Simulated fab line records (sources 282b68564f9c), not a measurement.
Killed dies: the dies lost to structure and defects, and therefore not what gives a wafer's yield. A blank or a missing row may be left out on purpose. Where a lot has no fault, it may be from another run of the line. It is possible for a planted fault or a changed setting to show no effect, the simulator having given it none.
fab line records + flow ritCmos
record:
- lots: 15
- wafers: 45
- lastDay: 7
route steps=202 shown SPACER@130
lots that met no fault: taken from a fault-free run of the same line
startH: the number of hours between the record's first day and the start of the first shown wafer of the lot + waitH: hours elapsed since this lot's preceding step + " the same as in the row above + L1.1+2: a single row standing in for several wafers + - no value, or no start was given + * or withheld: withheld + < > ~ a bound
route shown NAME@n: names a module that has steps shown in the file, with the first one's number in the route + usual: average and standard deviation across the fault-free wafers + same: alike in all rows + chamber/n: place in a boat + sites: the reading at each site + _std_site: how widely they spread, as a standard deviation + _edge_site: outer sites' mean less inner sites' + radiusMm: for every site, how far away it sits from the centre of the wafer + mask NAME#n: copy n + behind: the tool/chamber that last shaped the wafer + hold: what put the lot on hold/how long, in hours/how the hold closed + device: which transistor (n, p or np) failed to switch + end of line: tests of these same wafers at the route's end + a step given without rows: its recipe and nothing more + killed: the dies lost at the first sort to structure and to defects; this is not the yield of the wafer + map: a wafer's dies, x killed, . not, _ none there
set.NAME: the setting that was run; set.NAME@STEP: the one run at that earlier step + model.NAME: the simulator's own value behind a step, which no gauge read
steps of the route over a sample of lots; a table a step, a row a wafer
services: from which hour (startH, from the record's first day; less than 0 if before it) a tool's chamber was out of use, for how many hours, and why
== steps ==
step: RIT_SPACER_ETCHBACK_05
recipe:
- targetDepthA: 2500
- SF6_flow_sccm: 30
- CHF3_flow_sccm: 30
- target: Si3N4
- chemistry: SF6/CHF3
- pressureMtorr: 40
- rfW: 250
- timeS: 240
- stopOn: SiO2
usual:
- CHF3_flow_sccm: 29.99/0.095
- SF6_flow_sccm: 30.00/0.092
- drypumpMotorCurrentA: 5.9/0.57
- oesProductAu: 0.849/0.017
- throttleValvePct: 10.25/0.15
| lot.wafer | tool       | chamber | startH | waitH | CHF3_flow_sccm | SF6_flow_sccm | drypumpMotorCurrentA | oesProductAu | rfHoursCounterH | throttleValvePct |
|-----------|------------|---------|--------|-------|----------------|---------------|----------------------|--------------|-----------------|------------------|
| L533.1    | rieDiel-02 | 2       | 51.08  | 0.1   | 29.99          | 29.90         | 6.4                  | 0.874        | 136             | 10.49            |
| L533.2    | "          | 0       | "      | "     | 29.81          | 29.80         | 5.4                  | 0.855        | 80              | 9.97             |
| L533.4    | "          | 3       | "      | "     | 29.86          | 30.10         | 5.9                  | 0.856        | 79              | 10.03            |
| L534.1    | rieDiel-04 | 2       | 57.17  | 0.1   | 29.91          | 30.02         | 5.8                  | 0.853        | 3               | 10.47            |
| L534.2    | "          | 0       | "      | "     | 30.03          | 29.98         | 5.3                  | 0.838        | 5               | 10.14            |
| L534.4    | "          | 3       | "      | "     | 30.06          | 29.94         | 4.7                  | 0.854        | 169             | 10.35            |
| L535.1    | rieDiel-03 | 2       | 62.41  | 0.1   | 30.15          | 30.09         | 5.7                  | 0.829        | 60              | 10.16            |
| L535.3    | "          | 3       | "      | "     | 30.02          | 30.11         | 6.6                  | 0.864        | 150             | 10.12            |
| L535.5    | "          | 2       | "      | "     | 30.19          | 30.06         | 5.7                  | 0.823        | -               | 10.16            |
| L536.1    | rieDiel-03 | 2       | 68.66  | 0.1   | 30.06          | 29.90         | 5.7                  | 0.819        | 60              | 10.18            |
| L536.3    | "          | 1       | "      | "     | 30.06          | 30.07         | 6.5                  | 0.861        | 5               | 10.30            |
| L536.6    | "          | 2       | "      | "     | 30.12          | 29.88         | 5.7                  | 0.823        | -               | 10.15            |
| L538.1    | rieDiel-02 | 1       | 75.80  | 0.1   | 29.94          | 30.01         | 5.7                  | 0.843        | 107             | 10.32            |
| L538.2    | "          | 3       | "      | "     | 30.11          | 30.01         | 5.9                  | 0.864        | 79              | 10.04            |
| L538.4    | "          | 0       | "      | "     | 29.92          | 30.05         | 5.4                  | 0.852        | 80              | 9.99             |
| L539.2    | rieDiel-03 | 3       | 83.49  | 0.0   | 29.85          | 30.00         | 6.6                  | 0.849        | 150             | 10.12            |
| L539.3    | "          | 1       | "      | "     | 29.98          | 30.17         | 6.5                  | 0.840        | 5               | 10.31            |
| L539.6    | "          | 2       | "      | "     | 29.97          | 30.12         | 5.7                  | 0.827        | -               | 10.16            |
| L540.1    | rieDiel-04 | 0       | 86.32  | 0.1   | -              | -             | -                    | -            | -               | -                |
| L540.2    | "          | 1       | "      | "     | -              | -             | -                    | -            | -               | -                |
| L540.4    | "          | 2       | "      | "     | -              | -             | -                    | -            | -               | -                |
| L541.1    | rieDiel-03 | 3       | 90.17  | 0.1   | -              | -             | -                    | -            | -               | -                |
| L541.3    | "          | 1       | "      | "     | -              | -             | -                    | -            | -               | -                |
| L541.6    | "          | 2       | "      | "     | -              | -             | -                    | -            | -               | -                |
| L542.1    | rieDiel-03 | 1       | 96.72  | 0.1   | -              | -             | -                    | -            | -               | -                |
| L542.3    | "          | 0       | "      | "     | -              | -             | -                    | -            | -               | -                |
| L542.4    | "          | 3       | "      | "     | -              | -             | -                    | -            | -               | -                |
| L546.3    | rieDiel-02 | 0       | 117.54 | 0.0   | 29.97          | 29.98         | 5.4                  | 0.848        | 81              | 9.95             |
| L546.4    | "          | 1       | "      | "     | 30.05          | 29.91         | 5.7                  | 0.836        | 108             | 10.32            |
| L546.6    | "          | 1       | "      | "     | 30.03          | 29.87         | 5.7                  | 0.846        | -               | 10.33            |
| L547.3    | rieDiel-03 | 0       | 123.92 | 0.0   | 30.14          | 30.06         | 5.2                  | 0.830        | 24              | 10.35            |
| L547.4    | "          | 3       | "      | "     | 30.02          | 29.84         | 6.6                  | 0.858        | 151             | 10.11            |
| L547.5    | "          | 1       | "      | "     | 29.88          | 29.93         | 6.5                  | 0.861        | -               | 10.31            |
| L548.1    | rieDiel-04 | 3       | 127.90 | 0.1   | 29.97          | 29.83         | 4.7                  | 0.872        | 1               | 10.36            |
| L548.2    | "          | 0       | "      | "     | 29.90          | 30.14         | 5.3                  | 0.840        | 7               | 10.15            |
| L548.5    | "          | 0       | "      | "     | 29.82          | 29.97         | 5.3                  | 0.849        | -               | 10.15            |
| L550.2    | rieDiel-03 | 0       | 140.07 | 0.0   | 29.91          | 30.03         | 5.2                  | 0.818        | 24              | 10.32            |
| L550.4    | "          | 2       | "      | "     | 30.06          | 30.13         | 5.7                  | 0.814        | -               | 10.18            |
| L550.6    | "          | 0       | "      | "     | 29.97          | 29.99         | 5.2                  | 0.823        | -               | 10.34            |
| L551.1    | rieDiel-04 | 0       | 142.48 | 0.1   | 29.91          | 30.06         | 5.3                  | 0.831        | 7               | 10.18            |
| L551.3    | "          | 3       | "      | "     | 30.09          | 29.95         | 4.6                  | 0.850        | 1               | 10.36            |
| L551.6    | "          | 1       | "      | "     | 30.12          | 29.88         | 6.7                  | 0.844        | -               | 10.25            |
| L554.2    | rieDiel-03 | 1       | 161.55 | 0.0   | 29.83          | 30.13         | 6.5                  | 0.858        | 7               | 10.29            |
| L554.3    | "          | 0       | "      | "     | 29.97          | 29.91         | 5.2                  | 0.822        | 25              | 10.35            |
| L554.5    | "          | 1       | "      | "     | 29.88          | 30.03         | 6.5                  | 0.849        | -               | 10.29            |
== services ==
| tool       | chamber | startH | hours | kind          |
|------------|---------|--------|-------|---------------|
| rieDiel-03 | -       | 27.62  | 14.6  | pm            |
| rieDiel-04 | -       | 44.46  | 1.8   | repair        |
| rieDiel-04 | 3       | 58.87  | -     | clean         |
| rieDiel-04 | 3       | 58.87  | 18.7  | scheduledDown |
| rieDiel-04 | 3       | 58.87  | 18.7  | ventCycle     |
| rieDiel-02 | 3       | 89.32  | 9.2   | repair        |
| rieDiel-04 | 3       | 92.29  | 5.8   | repair        |
| rieDiel-04 | 2       | 105.54 | 3.2   | repair        |
| rieDiel-03 | 0       | 118.01 | 4.7   | repair        |
| rieDiel-03 | 3       | 119.72 | 3.0   | repair        |
| rieDiel-03 | 3       | 139.09 | -     | clean         |
| rieDiel-03 | 3       | 139.09 | 27.4  | scheduledDown |
| rieDiel-03 | 3       | 139.09 | 27.4  | ventCycle     |
| rieDiel-02 | 1       | 139.27 | 7.1   | repair        |
== key ==
firstSign:
- step: RIT_SPACER_ETCHBACK_05
- reading: toolRecord
- direction: missing
effect none on later readings
metAt RIT_SPACER_ETCHBACK_05
struckLots L540,L541,L542
laterRowsLeftOut L540.1,L540.2,L540.4,L541.1,L541.3,L541.6,L542.1,L542.3,L542.4
sortLeftOut L540.1,L540.2,L540.4,L541.1,L541.3,L541.6,L542.1,L542.3,L542.4
testerLeftOut L540,L541,L542
onsetBetween 83.49 86.32
fault:
- kind: skippedStepWhole
- tool: rieDiel-03,rieDiel-04
- chamber: -
- onsetH: 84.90
- steps: RIT_SPACER_ETCHBACK_05
- scope: struckLotsOnly
testerLeftOut: of these lots the tester's yield and bins aren't shown, on N5 and GAA mostly nor the transistor test; their killed dies are dies lost to structure and defects alone, not to doping, threshold or leakage, so they don't give the yield
sortLeftOut: the simulated sort isn't trusted on such a fault, so these wafers' sort isn't shown, and their yield isn't known
laterRowsLeftOut: the simulator's readings of these wafers behind a module that went badly wrong aren't trusted and aren't shown, but for the sort
